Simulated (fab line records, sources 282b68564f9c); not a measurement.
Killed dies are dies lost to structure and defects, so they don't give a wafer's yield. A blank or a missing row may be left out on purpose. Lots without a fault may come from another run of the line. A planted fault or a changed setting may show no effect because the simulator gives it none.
Which tool did it? | flow rit_cmos | 14 lots, 42 wafers sampled, at 2 steps of a route of 202

WHAT THE GAUGES READ, wafer by wafer
RIT_CONTACT_THK_MEAS_01. Usual: CONTACT_TEOS_THK 399 nm, standard deviation 5.6.
lot  | measured    | on            | CONTACT_TEOS_THK (nm)   | flag
L683 | day 3 02:19 | film_metro-03 | 399 390 404             |
L684 | day 3 06:55 | film_metro-01 | 404 399 410             |
L685 | day 3 13:43 | film_metro-04 | 401 406 403             |
L686 | day 3 18:14 | film_metro-01 | 395 405 406             |
L687 | day 4 00:52 | film_metro-04 | 396 397 401             |
L688 | day 4 05:24 | film_metro-03 | 393 401 399             |
L689 | day 4 09:44 | film_metro-01 | 402 393 401             |
L690 | day 4 13:45 | film_metro-04 | 400 393 400             |
L696 | day 6 05:28 | film_metro-04 | 395 399 445 395 399 445 |
L699 | day 6 14:21 | film_metro-03 | 434 393 398 433 393 398 |
L701 | day 6 21:46 | film_metro-04 | 398 407 412             |
L703 | day 7 06:33 | film_metro-01 | 395 399 400             |
L705 | day 7 18:28 | film_metro-03 | 391 402 400             |
L706 | day 8 01:18 | film_metro-04 | 397 401 393             |

WHICH TOOL RAN EACH LOT (tool, then ch and the chambers of the sampled wafers, then the start)
lot  | RIT_CONTACT_CVD_00
L683 | pecvd-02 ch 1,2, day 3 02:16
L684 | pecvd-03 ch 0,1,2, day 3 06:52
L685 | pecvd-04 ch 0,1, day 3 13:38
L686 | pecvd-02 ch 0,1,2, day 3 18:10
L687 | pecvd-03 ch 0,1,2, day 4 00:49
L688 | pecvd-04 ch 1,2, day 4 05:20
L689 | pecvd-02 ch 0,1,2, day 4 09:41
L690 | pecvd-03 ch 0,1, day 4 13:42
L696 | pecvd-03 ch 0,1,2, day 6 05:25
L699 | pecvd-03 ch 0,2, day 6 14:18
L701 | pecvd-02 ch 0,1, day 6 21:42
L703 | pecvd-04 ch 0,1, day 7 06:29
L705 | pecvd-02 ch 0,2, day 7 18:25
L706 | pecvd-04 ch 0,1,2, day 8 01:14
- RIT_CONTACT_CVD_00: deposits SiO2 from TEOS, target thk 400 nm, time 61 s.

WHAT THE TOOLS THEMSELVES READ (means of the sampled wafers that have a number; where no wafer has one, the mark that the record gives instead)
RIT_CONTACT_CVD_00. Usual: heater_power_w 336 W, standard deviation 59; run_length_s 88.9 s, standard deviation 0.51.
lot  | tool     | heater_power_w (W) | run_length_s (s) | flag
L683 | pecvd-02 | 255                | 89.5             |
L684 | pecvd-03 | 362                | 89.0             |
L685 | pecvd-04 | 333                | 88.5             |
L686 | pecvd-02 | 323                | 89.2             |
L687 | pecvd-03 | 355                | 89.4             |
L688 | pecvd-04 | 340                | 88.2             |
L689 | pecvd-02 | 306                | 88.8             |
L690 | pecvd-03 | 362                | 89.4             |
L696 | pecvd-03 | 372                | 91.4             | OFF
L699 | pecvd-03 | 324                | 91.8             | OFF
L701 | pecvd-02 | 232                | 89.1             |
L703 | pecvd-04 | 307                | 88.8             |
L705 | pecvd-02 | 347                | 89.0             |
L706 | pecvd-04 | 361                | 88.7             |

THE ANSWER, worked out from the rows above alone
Rule: a lot is off if the mean of its wafers that have a number lies more than 3 standard deviations from the usual mean. A lot without any number at a reading at which 4 lots or more have one is off too. The other lots that the step has rows for count as sound. The gauges are gone through in route order, then the tools' own readings, and for those a lot's mean is taken as printed above. The first step at which some lot is off is used, and at that step the reading that is off furthest; a lot without a number counts as furthest.
Off: L696, L699, at RIT_CONTACT_CVD_00 (run_length_s).
A tool fits if, at that step or a process step before it, it ran every lot that is off, and no sound lot after the first of them. One fits: pecvd-03 at RIT_CONTACT_CVD_00. Its last sound lot is L690 (day 4 13:42), its first lot that is off L696 (day 6 05:25): a fault that began between those two fits.
The tool's own readings at RIT_CONTACT_CVD_00 bear it out: on the lots that are off they differ by more than 5 times the standard deviation of the sound lots' means. run_length_s reads 91.6 s there against 89.0 s on the sound lots.

WHAT THE SIMULATOR HAD PUT IN
Process parameter drift: pecvd-03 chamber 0, from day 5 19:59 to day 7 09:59, at RIT_CONTACT_CVD_00. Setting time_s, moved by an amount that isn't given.
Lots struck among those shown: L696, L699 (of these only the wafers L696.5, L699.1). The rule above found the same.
